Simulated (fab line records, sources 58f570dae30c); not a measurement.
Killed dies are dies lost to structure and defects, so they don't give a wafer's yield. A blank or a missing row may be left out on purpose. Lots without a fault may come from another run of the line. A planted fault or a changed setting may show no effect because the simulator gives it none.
Which tool did it? | flow berkeley_cmos170 | 14 lots, 42 wafers sampled, at 5 steps of a route of 331

WHAT THE GAUGES READ, wafer by wafer
UCB170_SPACER_THK_MEAS_01.
lot  | measured     | on            | SPACER_TEOS_THK (nm)
L712 | day 7 09:00  | film_metro-04 | 364 373 378
L714 | day 7 18:59  | film_metro-04 | 372 380 376
L713 | day 7 19:11  | film_metro-04 | 368 377 379
L715 | day 8 07:26  | film_metro-04 | 368 379 375
L716 | day 8 08:12  | film_metro-01 | 363 382 383
L719 | day 8 22:43  | film_metro-02 | 362 366 365
L718 | day 8 23:16  | film_metro-01 | 361 381 379
L722 | day 9 08:18  | film_metro-01 | 376 378 377
L721 | day 9 09:34  | film_metro-01 | 370 373 367
L720 | day 9 09:05  | film_metro-04 | 373 377 374
L723 | day 10 02:10 | film_metro-01 | 325 328 326
L726 | day 10 16:19 | film_metro-04 | 370 368 380
L728 | day 10 16:30 | film_metro-02 | 324 332 329
L734 | day 11 21:04 | film_metro-01 | 367 373 375

UCB170_NSD_OVL_MEAS_07.
lot  | measured     | on         | NSD_OVL (nm)
L712 | day 7 17:48  | overlay-01 | -8 -2 1
L714 | day 8 05:16  | overlay-01 | -2 -8 -6
L713 | day 8 05:32  | overlay-02 | -4 -1 -6
L715 | day 8 17:36  | overlay-01 | -2 -4 -2
L716 | day 8 18:35  | overlay-01 | -11 -8 -9
L719 | day 9 08:20  | overlay-02 | 2 3 -5
L718 | day 9 07:29  | overlay-01 | -8 1 -1
L722 | day 9 18:26  | overlay-02 | 1 1 8
L721 | day 9 18:52  | overlay-02 | 0 -11 -1
L720 | day 9 18:43  | overlay-02 | 6 1 12
L723 | day 10 10:28 | overlay-02 | 2 0 -2
L726 | day 11 01:25 | overlay-01 | 8 5 2
L728 | day 11 02:05 | overlay-02 | -7 0 -5
L734 | day 12 06:23 | overlay-02 | -1 -3 8

WHICH TOOL RAN EACH LOT (tool, then ch and the chambers of the sampled wafers, then the start)
lot  | UCB170_NVT_STRIP_08                  | UCB170_SPACER_CVD_00            | UCB170_SPACER_ETCHBACK_03
L712 | plasma_asher-04 ch 0,1, day 6 11:03  | pecvd-04 ch 0,1,2, day 7 08:58  | rie_diel-04 ch 1,2,3, day 7 13:43
L714 | plasma_asher-02 ch 1, day 6 16:27    | pecvd-04 ch 0,1, day 7 18:56    | rie_diel-02 ch 0,1, day 8 01:44
L713 | plasma_asher-01 ch 0, day 6 16:38    | pecvd-01 ch 0,1,2, day 7 19:08  | rie_diel-03 ch 1,3, day 8 01:44
L715 | plasma_asher-04 ch 1, day 7 06:32    | pecvd-02 ch 0,1,2, day 8 07:23  | rie_diel-02 ch 0,1, day 8 14:14
L716 | plasma_asher-04 ch 0,1, day 7 12:34  | pecvd-04 ch 0,1,2, day 8 08:09  | rie_diel-04 ch 1,2, day 8 14:14
L719 | plasma_asher-02 ch 0,1, day 7 21:45  | pecvd-02 ch 0,1,2, day 8 22:38  | rie_diel-02 ch 0,1,3, day 9 04:05
L718 | plasma_asher-01 ch 0,1, day 7 22:01  | pecvd-04 ch 0,1,2, day 8 23:13  | rie_diel-04 ch 0,1, day 9 04:05
L722 | plasma_asher-01 ch 1, day 8 13:53    | pecvd-02 ch 0,2, day 9 08:16    | rie_diel-02 ch 1,2, day 9 14:33
L721 | plasma_asher-02 ch 0,1, day 8 14:07  | pecvd-04 ch 0,1,2, day 9 09:31  | rie_diel-02 ch 0,3, day 9 14:37
L720 | plasma_asher-04 ch 0,1, day 8 14:14  | pecvd-01 ch 0,1, day 9 09:02    | rie_diel-03 ch 0,1,2, day 9 14:33
L723 | plasma_asher-04 ch 0,1, day 9 04:11  | pecvd-02 ch 0,1,2, day 10 02:07 | rie_diel-02 ch 0,1,2, day 10 06:11
L726 | plasma_asher-02 ch 0,1, day 9 18:40  | pecvd-04 ch 0,1,2, day 10 16:17 | rie_diel-03 ch 0,1, day 10 22:46
L728 | plasma_asher-04 ch 0,1, day 9 18:47  | pecvd-02 ch 1,2, day 10 16:28   | rie_diel-02 ch 0,2,3, day 10 22:46
L734 | plasma_asher-01 ch 0,1, day 10 18:54 | pecvd-04 ch 1,2, day 11 21:01   | rie_diel-03 ch 1,2, day 12 03:02
- UCB170_NVT_STRIP_08: strips in O2.
- UCB170_SPACER_CVD_00: deposits SiO2 from TEOS/O2, target thk 376 nm, time 47 s.
- UCB170_SPACER_ETCHBACK_03: etches SiO2 in CHF3/CF4/Ar, stops on Si, target depth 376 nm, time 100 s.

WHAT THE TOOLS THEMSELVES READ (means of the sampled wafers that have a number; where no wafer has one, the mark that the record gives instead)
UCB170_NVT_STRIP_08.
lot  | tool            | drypump_motor_current_A (A) | oes_product_au (a.u.) | strip_time_to_endpoint_s (s)
L712 | plasma_asher-04 | 5.76                        | 0.732                 | 21.63
L714 | plasma_asher-02 | 6.29                        | 0.741                 | 21.63
L713 | plasma_asher-01 | 6.23                        | 0.738                 | 21.63
L715 | plasma_asher-04 | 5.76                        | 0.735                 | 21.55
L716 | plasma_asher-04 | 5.78                        | 0.732                 | 21.56
L719 | plasma_asher-02 | 6.22                        | 0.736                 | 21.73
L718 | plasma_asher-01 | 6.05                        | 0.735                 | 21.67
L722 | plasma_asher-01 | 5.65                        | 0.737                 | 21.70
L721 | plasma_asher-02 | 6.14                        | 0.736                 | 21.57
L720 | plasma_asher-04 | 5.79                        | 0.737                 | 21.70
L723 | plasma_asher-04 | 5.77                        | 0.734                 | 21.47
L726 | plasma_asher-02 | 6.20                        | 0.733                 | 21.65
L728 | plasma_asher-04 | 5.80                        | 0.740                 | 21.69
L734 | plasma_asher-01 | 6.04                        | 0.731                 | 21.65

UCB170_SPACER_CVD_00.
lot  | tool     | heater_power_w (W)
L712 | pecvd-04 | 272
L714 | pecvd-04 | 189
L713 | pecvd-01 | 294
L715 | pecvd-02 | 249
L716 | pecvd-04 | 263
L719 | pecvd-02 | 232
L718 | pecvd-04 | 250
L722 | pecvd-02 | 220
L721 | pecvd-04 | 269
L720 | pecvd-01 | 286
L723 | pecvd-02 | 257
L726 | pecvd-04 | 267
L728 | pecvd-02 | 249
L734 | pecvd-04 | 255

UCB170_SPACER_ETCHBACK_03.
lot  | tool        | drypump_motor_current_A (A) | oes_product_au (a.u.) | throttle_valve_pct (%)
L712 | rie_diel-04 | 6.1                         | 0.894                 | 6.42
L714 | rie_diel-02 | 6.0                         | 0.883                 | 6.47
L713 | rie_diel-03 | 5.6                         | 0.892                 | 6.37
L715 | rie_diel-02 | 6.2                         | 0.876                 | 6.42
L716 | rie_diel-04 | 6.1                         | 0.907                 | 6.34
L719 | rie_diel-02 | 5.9                         | 0.876                 | 6.44
L718 | rie_diel-04 | 5.5                         | 0.909                 | 6.27
L722 | rie_diel-02 | 6.2                         | 0.911                 | 6.42
L721 | rie_diel-02 | 5.5                         | 0.906                 | 6.47
L720 | rie_diel-03 | 5.5                         | 0.894                 | 6.43
L723 | rie_diel-02 | 6.1                         | 0.807                 | 6.44
L726 | rie_diel-03 | 5.6                         | 0.897                 | 6.45
L728 | rie_diel-02 | 5.7                         | 0.830                 | 6.47
L734 | rie_diel-03 | 5.4                         | 0.888                 | 6.43

THE ANSWER, worked out from the rows above alone
Rule: what is usual is taken from the lots themselves. Put in order of their means at a reading, lots are off if they are a third of the lots or fewer, leave a main group of 4 or more, and stand apart from it by a gap of 3 or more times the standard deviation of the main group's means; of several such gaps the widest counts. A main group whose means are all the same, to the digits that the tables above print for the reading, isn't used. A lot without any number at a reading at which 4 lots or more have one is off too. The other lots that the step has rows for count as sound. The gauges are gone through in route order, then the tools' own readings, and for those a lot's mean is taken as printed above. The first step at which some lot is off is used, and at that step the reading that is off furthest; a lot without a number counts as furthest.
Off: L723, L728, at UCB170_SPACER_THK_MEAS_01 (SPACER_TEOS_THK). The main group: mean 373 nm, standard deviation 3.3.
A tool fits if, at a process step before that reading, it ran every lot that is off, and no sound lot after the first of them. The gauges at UCB170_SPACER_THK_MEAS_01 aren't tried: what is off there is off at UCB170_SPACER_ETCHBACK_03 too, on other tools, and a gauge's error can't cause that. Can't be told from this: 2 tools fit, plasma_asher-04 at UCB170_NVT_STRIP_08, pecvd-02 at UCB170_SPACER_CVD_00.

WHAT THE SIMULATOR HAD PUT IN
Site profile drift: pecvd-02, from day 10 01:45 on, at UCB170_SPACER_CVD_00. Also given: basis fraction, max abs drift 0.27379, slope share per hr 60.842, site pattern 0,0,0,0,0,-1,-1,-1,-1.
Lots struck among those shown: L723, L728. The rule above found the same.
